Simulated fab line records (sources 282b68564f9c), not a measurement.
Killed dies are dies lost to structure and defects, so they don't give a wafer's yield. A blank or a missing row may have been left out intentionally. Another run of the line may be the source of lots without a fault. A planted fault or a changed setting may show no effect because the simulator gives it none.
Which tool was responsible? | flow ritCmos | 42 wafers from 14 lots sampled at 2 of the route's 202 steps

WHAT EACH GAUGE READ, for each wafer
RIT_PLDD_TW_MEAS_10.
lot  | measured    | on           | PLDD_TW
L996 | day 3 05:08 | filmMetro-02 | 2328 2320 2335
L997 | day 3 10:21 | filmMetro-04 | 2365 2364 2352
L998 | day 3 16:47 | filmMetro-04 | 2355 2356 2350
L100 | day 4 00:32 | filmMetro-04 | 2329 2330 2324
L102 | day 4 11:59 | filmMetro-02 | 2342 2349 2356
L104 | day 4 20:40 | filmMetro-01 | 2377 2366 2356
L106 | day 5 09:06 | filmMetro-04 | 2340 2337 2338
L109 | day 5 22:31 | filmMetro-04 | 30 30 30
L110 | day 6 04:17 | filmMetro-02 | 30 30 30
L112 | day 6 13:37 | filmMetro-01 | 2350 2340 2354
L113 | day 6 18:08 | filmMetro-04 | 2347 2328 2345
L114 | day 6 23:46 | filmMetro-01 | 2341 2353 2330
L116 | day 7 09:36 | filmMetro-01 | 2362 2359 2342
L117 | day 7 13:59 | filmMetro-01 | 2370 2358 2364

WHAT TOOL EACH LOT RAN ON (gives the tool, then ch and the chambers of the sampled wafers, and finally the start)
lot  | RIT_NLDD_STRIP_09
L996 | plasmaAsher-01 ch 0,1, day 3 03:25
L997 | plasmaAsher-03 ch 0,1, day 3 08:45
L998 | plasmaAsher-02 ch 0,1, day 3 14:58
L100 | plasmaAsher-03 ch 0,1, day 3 22:59
L102 | plasmaAsher-03 ch 0,1, day 4 10:23
L104 | plasmaAsher-03 ch 0,1, day 4 19:03
L106 | plasmaAsher-02 ch 0,1, day 5 07:25
L109 | plasmaAsher-01 ch 0,1, day 5 20:47
L110 | plasmaAsher-01 ch 1, day 6 02:33
L112 | plasmaAsher-01 ch 0,1, day 6 12:03
L113 | plasmaAsher-03 ch 0,1, day 6 16:27
L114 | plasmaAsher-01 ch 0,1, day 6 22:10
L116 | plasmaAsher-01 ch 0,1, day 7 08:02
L117 | plasmaAsher-03 ch 0,1, day 7 12:02
- RIT_NLDD_STRIP_09: strips in O2, time 180 s.

AS READ BY THE TOOLS THEMSELVES (means over the sampled wafers that have a number; for cases with no such wafer, the mark the record gives instead)
RIT_NLDD_STRIP_09.
lot  | tool           | chamberPressureMTorr (mTorr) | drypumpMotorCurrentA (A)
L996 | plasmaAsher-01 | 4000                         | 5.6
L997 | plasmaAsher-03 | 4000                         | 5.7
L998 | plasmaAsher-02 | 3999                         | 5.2
L100 | plasmaAsher-03 | 4001                         | 5.6
L102 | plasmaAsher-03 | 4002                         | 5.7
L104 | plasmaAsher-03 | 4001                         | 5.8
L106 | plasmaAsher-02 | 4000                         | 5.0
L109 | plasmaAsher-01 | -                            | -
L110 | plasmaAsher-01 | -                            | -
L112 | plasmaAsher-01 | 3999                         | 5.6
L113 | plasmaAsher-03 | 3997                         | 5.7
L114 | plasmaAsher-01 | 4002                         | 5.6
L116 | plasmaAsher-01 | 3998                         | 5.6
L117 | plasmaAsher-03 | 3999                         | 5.7

THE ANSWER, worked out from the rows above alone
Rule: the lots themselves supply what counts as usual. Put in order of their means at a reading, lots are off if they are a third of the lots or fewer, leave a main group of 4 or more, and stand apart from it by a gap of 3 or more times the standard deviation of the main group's means; of several such gaps the widest counts. If all means in a main group match to the digits the tables above print for the reading, that group is not used. A lot without any number at a reading at which 4 lots or more have one is off too. Where the step has rows for the other lots, those lots are counted as sound. Order of review: gauges by route order, followed by the tools' own readings, for which a lot's mean as printed above is used. At the first step where some lot is off, the reading lying furthest off is the one used; lots without a number count as furthest.
Off: at RIT_PLDD_TW_MEAS_10 (PLDD_TW), L109, L110. Mean 2348 and standard deviation 12 in the main group.
If a tool, at a process step before that reading, ran all the lots that are off and no sound lot after the first of them, it fits. The gauges at RIT_PLDD_TW_MEAS_10 aren't tried: what is off there is off at RIT_NLDD_STRIP_09 too, on other tools, and a gauge's error can't cause that. No candidate that was tried fits.

WHAT THE SIMULATOR HAD INSERTED
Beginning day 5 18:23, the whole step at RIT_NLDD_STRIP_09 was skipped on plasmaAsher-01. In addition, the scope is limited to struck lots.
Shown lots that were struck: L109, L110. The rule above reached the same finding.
